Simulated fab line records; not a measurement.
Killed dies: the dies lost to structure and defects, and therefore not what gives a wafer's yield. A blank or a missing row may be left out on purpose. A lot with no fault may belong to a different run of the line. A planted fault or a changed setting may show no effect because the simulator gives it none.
The tool behind it: which one? / flow ritCmos / 14 lots with 42 wafers sampled at 2 steps, on a route of 202 steps

== WHAT THE GAUGES READ, wafer by wafer ==
RIT_SPACER_THK_MEAS_04.
lot=L988; measured=day 3 03:14; on=filmMetro-01; SPACER_NITRIDE_THK (nm)=251.0 252.3 251.9
lot=L989; measured=day 3 10:19; on=filmMetro-04; SPACER_NITRIDE_THK (nm)=252.3 250.7 251.5
lot=L990; measured=day 3 14:33; on=filmMetro-04; SPACER_NITRIDE_THK (nm)=246.7 250.4 249.5
lot=L991; measured=day 3 19:52; on=filmMetro-03; SPACER_NITRIDE_THK (nm)=249.4 249.3 250.1
lot=L992; measured=day 4 03:05; on=filmMetro-03; SPACER_NITRIDE_THK (nm)=169.7 171.4 172.5
lot=L994; measured=day 4 09:22; on=filmMetro-04; SPACER_NITRIDE_THK (nm)=249.9 252.1 248.3
lot=L996; measured=day 4 18:48; on=filmMetro-03; SPACER_NITRIDE_THK (nm)=170.0 168.6 167.8
lot=L997; measured=day 5 00:00; on=filmMetro-01; SPACER_NITRIDE_THK (nm)=250.5 249.6 248.6
lot=L104; measured=day 6 06:38; on=filmMetro-01; SPACER_NITRIDE_THK (nm)=249.7 249.8 247.3
lot=L106; measured=day 6 20:27; on=filmMetro-01; SPACER_NITRIDE_THK (nm)=246.1 244.2 245.8
lot=L108; measured=day 7 07:20; on=filmMetro-04; SPACER_NITRIDE_THK (nm)=244.6 246.5 245.6
lot=L109; measured=day 7 09:29; on=filmMetro-03; SPACER_NITRIDE_THK (nm)=251.7 253.8 253.3
lot=L110; measured=day 7 13:18; on=filmMetro-03; SPACER_NITRIDE_THK (nm)=248.4 247.7 248.8
lot=L111; measured=day 8 00:00; on=filmMetro-04; SPACER_NITRIDE_THK (nm)=251.1 251.3 252.4

== EACH LOT AND THE TOOL THAT RAN IT (in order: tool; ch and the chambers of the sampled wafers; start) ==
lot=L988; RIT_SPACER_CVD_03=lpcvd-02 ch 0, day 3 01:18
lot=L989; RIT_SPACER_CVD_03=lpcvd-02 ch 0, day 3 08:25
lot=L990; RIT_SPACER_CVD_03=lpcvd-02 ch 1, day 3 12:38
lot=L991; RIT_SPACER_CVD_03=lpcvd-02 ch 0, day 3 17:58
lot=L992; RIT_SPACER_CVD_03=lpcvd-02 ch 0, day 4 01:11
lot=L994; RIT_SPACER_CVD_03=lpcvd-01 ch 0, day 4 07:26
lot=L996; RIT_SPACER_CVD_03=lpcvd-02 ch 0, day 4 16:53
lot=L997; RIT_SPACER_CVD_03=lpcvd-01 ch 0, day 4 22:05
lot=L104; RIT_SPACER_CVD_03=lpcvd-01 ch 0, day 6 04:42
lot=L106; RIT_SPACER_CVD_03=lpcvd-01 ch 0, day 6 18:32
lot=L108; RIT_SPACER_CVD_03=lpcvd-01 ch 1, day 7 05:25
lot=L109; RIT_SPACER_CVD_03=lpcvd-02 ch 1, day 7 07:34
lot=L110; RIT_SPACER_CVD_03=lpcvd-01 ch 0, day 7 11:22
lot=L111; RIT_SPACER_CVD_03=lpcvd-02 ch 0, day 7 22:05
- RIT_SPACER_CVD_03: deposits Si3N4 from SiH2Cl2/NH3, target thk 250 nm, time 3300 s.

== WHAT THE TOOLS THEMSELVES READ (means of the sampled wafers that have a number; where no wafer has one, the mark that the record gives instead) ==
RIT_SPACER_CVD_03.
lot=L988; tool=lpcvd-02; nh3FlowSccm (sccm)=150.1; spikeTcLoadC (C)=835.5; zonePowerLoadPct (%)=21.2
lot=L989; tool=lpcvd-02; nh3FlowSccm (sccm)=150.5; spikeTcLoadC (C)=835.9; zonePowerLoadPct (%)=21.4
lot=L990; tool=lpcvd-02; nh3FlowSccm (sccm)=149.6; spikeTcLoadC (C)=840.2; zonePowerLoadPct (%)=24.2
lot=L991; tool=lpcvd-02; nh3FlowSccm (sccm)=150.2; spikeTcLoadC (C)=835.7; zonePowerLoadPct (%)=21.2
lot=L992; tool=lpcvd-02; nh3FlowSccm (sccm)=150.9; spikeTcLoadC (C)=836.3; zonePowerLoadPct (%)=21.4
lot=L994; tool=lpcvd-01; nh3FlowSccm (sccm)=150.5; spikeTcLoadC (C)=836.9; zonePowerLoadPct (%)=19.9
lot=L996; tool=lpcvd-02; nh3FlowSccm (sccm)=150.1; spikeTcLoadC (C)=836.0; zonePowerLoadPct (%)=21.2
lot=L997; tool=lpcvd-01; nh3FlowSccm (sccm)=150.5; spikeTcLoadC (C)=837.6; zonePowerLoadPct (%)=20.0
lot=L104; tool=lpcvd-01; nh3FlowSccm (sccm)=150.0; spikeTcLoadC (C)=837.0; zonePowerLoadPct (%)=20.1
lot=L106; tool=lpcvd-01; nh3FlowSccm (sccm)=150.2; spikeTcLoadC (C)=837.0; zonePowerLoadPct (%)=20.0
lot=L108; tool=lpcvd-01; nh3FlowSccm (sccm)=149.4; spikeTcLoadC (C)=837.5; zonePowerLoadPct (%)=19.7
lot=L109; tool=lpcvd-02; nh3FlowSccm (sccm)=150.1; spikeTcLoadC (C)=839.2; zonePowerLoadPct (%)=24.2
lot=L110; tool=lpcvd-01; nh3FlowSccm (sccm)=149.9; spikeTcLoadC (C)=836.7; zonePowerLoadPct (%)=20.0
lot=L111; tool=lpcvd-02; nh3FlowSccm (sccm)=149.6; spikeTcLoadC (C)=836.3; zonePowerLoadPct (%)=21.2

== THE ANSWER, worked out from the rows above alone ==
Rule: the lots themselves supply what counts as usual. Put in order of their means at a reading, lots are off if they are a third of the lots or fewer, leave a main group of 4 or more, and stand apart from it by a gap of 3 or more times the standard deviation of the main group's means; of several such gaps the widest counts. Not used: any main group whose means are identical at the precision the tables above print for the reading. Also off: a lot with no number at a reading for which 4 or more lots have one. Where the step has rows for the other lots, those lots are counted as sound. First the gauges in route order, then the tools' own readings, where a lot's mean is used as printed above. The first step at which some lot is off is used, and at that step the reading that is off furthest; a lot without a number counts as furthest.
Off: L992, L996, seen at RIT_SPACER_THK_MEAS_04 (SPACER_NITRIDE_THK). The main group has a mean of 249.5 nm with a standard deviation of 2.2.
A tool fits if, at a process step before that reading, it ran every lot that is off, and no sound lot after the first of them. Those tools and the gauges at RIT_SPACER_THK_MEAS_04 are tried in the same way. Not one of the candidates tried fits.

== WHAT HAD BEEN PUT IN BY THE SIMULATOR ==
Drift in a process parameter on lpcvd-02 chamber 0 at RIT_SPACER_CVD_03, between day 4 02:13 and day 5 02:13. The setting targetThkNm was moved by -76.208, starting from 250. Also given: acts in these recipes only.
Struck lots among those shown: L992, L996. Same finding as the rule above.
